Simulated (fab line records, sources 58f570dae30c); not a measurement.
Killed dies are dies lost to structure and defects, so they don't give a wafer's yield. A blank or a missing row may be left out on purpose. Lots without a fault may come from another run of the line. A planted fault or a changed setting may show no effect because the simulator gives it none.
Split-lot experiment | flow berkeley_cmos170 | 5 lots, 23 wafers read, on a route of 331 steps

THE SPLIT
At UCB170_CONTACT_COAT_10 (resist thk 900 nm), the setting spin_rpm was moved away from the recipe's 1500 rpm on 7 of the 23 wafers read, by -6.8% to +3.2%. The other wafers ran this setting at the recipe's value.

FROM THE SPLIT TO THE READING: what the file shows between them, 1 step
- UCB170_CONTACT_ETCH_17: etches BARC in N2/H2 (also split here: pressure_mtorr)

THE READING
KrF_of_CONTACT_COAT_10.thk_nm (the simulator's own value, which no gauge read), in nm, at UCB170_CONTACT_ETCH_18 (etches PSG in CHF3/CF4/Ar, stops on TiSi2, target depth 840 nm, time 195 s). The file gives no usual value for it. The 16 wafers here that ran the recipe average 693.7 nm, standard deviation 3.4 nm.

wafer  | tool, chamber at the split | spin_rpm as run, rpm | against the recipe | KrF_of_CONTACT_COAT_10.thk_nm, nm | against lot-mates on the recipe
L075.1 | litho_track-01, 0          | 1500                 | recipe             | 690.5                             | -
L075.2 | litho_track-01, 0          | 1500                 | recipe             | 697                               | -
L075.3 | litho_track-01, 0          | 1398                 | -6.8%              | 727.1                             | +34.1
L075.4 | litho_track-01, 0          | 1398                 | -6.8%              | 724.1                             | +31.1
L075.5 | litho_track-01, 0          | 1500                 | recipe             | 691.5                             | -
L078.3 | litho_track-01, 0          | 1500                 | recipe             | 694.2                             | -
L078.5 | litho_track-01, 0          | 1500                 | recipe             | 691                               | -
L078.6 | litho_track-01, 0          | 1500                 | recipe             | 694.3                             | -
L079.2 | litho_track-01, 0          | 1500                 | recipe             | 698.3                             | -
L079.3 | litho_track-01, 0          | 1500                 | recipe             | 698                               | -
L079.4 | litho_track-01, 0          | 1500                 | recipe             | 697.6                             | -
L079.5 | litho_track-01, 0          | 1500                 | recipe             | 698                               | -
L079.6 | litho_track-01, 0          | 1500                 | recipe             | 696.6                             | -
L082.1 | litho_track-04, 0          | 1500                 | recipe             | 693.7                             | -
L082.2 | litho_track-04, 0          | 1535                 | +2.3%              | 680.4                             | -12.4
L082.3 | litho_track-04, 0          | 1500                 | recipe             | 691.9                             | -
L082.4 | litho_track-04, 0          | 1535                 | +2.3%              | 685.6                             | -7.2
L082.5 | litho_track-04, 0          | 1535                 | +2.3%              | 683.2                             | -9.6
L084.2 | litho_track-01, 0          | 1500                 | recipe             | 688.4                             | -
L084.3 | litho_track-01, 0          | 1500                 | recipe             | 689.4                             | -
L084.4 | litho_track-01, 0          | 1548                 | +3.2%              | 677.3                             | -11.8
L084.5 | litho_track-01, 0          | 1548                 | +3.2%              | 673.6                             | -15.5
L084.6 | litho_track-01, 0          | 1500                 | recipe             | 689.4                             | -

THE FIT
A straight line over all 23 wafers: KrF_of_CONTACT_COAT_10.thk_nm changes by -4.83 nm for each +1% of spin_rpm; r = -0.96; the points scatter about the line by 3.3 nm.
The same after taking each lot's own level away (the mean of its wafers on the recipe; 23 wafers): -4.63 nm for each +1%; r = -0.99; scatter 1.8 nm.
On that fit, the largest move of spin_rpm shifts the reading by 31 nm.
The lots' own levels span 689.07 to 697.70 nm, that is 2.5 times the standard deviation above.
So the lot-to-lot level changes the slope little: the two slopes agree.
Check: with one of the wafers moved furthest among these (-6.8%) left out of the fit, the line predicts +30.3 nm for it against its lot-mates. It came out at +34.1 nm against them.

OTHER SPLITS ON THESE WAFERS
These wafers also went through other splits before the reading. Each is held against what the fit with the lots' levels taken away leaves over:
other split on the same wafers        | wafers away from the commonest value | r with KrF_of_CONTACT_COAT_10.thk_nm (lot level and that fit taken away)
UCB170_CONTACT_ETCH_17 pressure_mtorr | 18                                   | -0.02

THE WHOLE CHAIN: every reading that the file lists as answering this split, in the file's order
step                   | what it does                                                               | reading                                                                        | change (the file's fit)              | r (the file's)
UCB170_CONTACT_COAT_10 | resist thk 900 nm                                                          | KrF_of_CONTACT_COAT_10.thk_nm (the simulator's own value, which no gauge read) | -4.61 nm for each +1% of the setting | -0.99
UCB170_CONTACT_ETCH_18 | etches PSG in CHF3/CF4/Ar, stops on TiSi2, target depth 840 nm, time 195 s | KrF_of_CONTACT_COAT_10.thk_nm (the simulator's own value, which no gauge read) | -4.65 nm for each +1% of the setting | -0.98

THE FILE'S OWN FIT
KrF_of_CONTACT_COAT_10.thk_nm changes by -4.65 nm for each +1% of spin_rpm, r = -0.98.
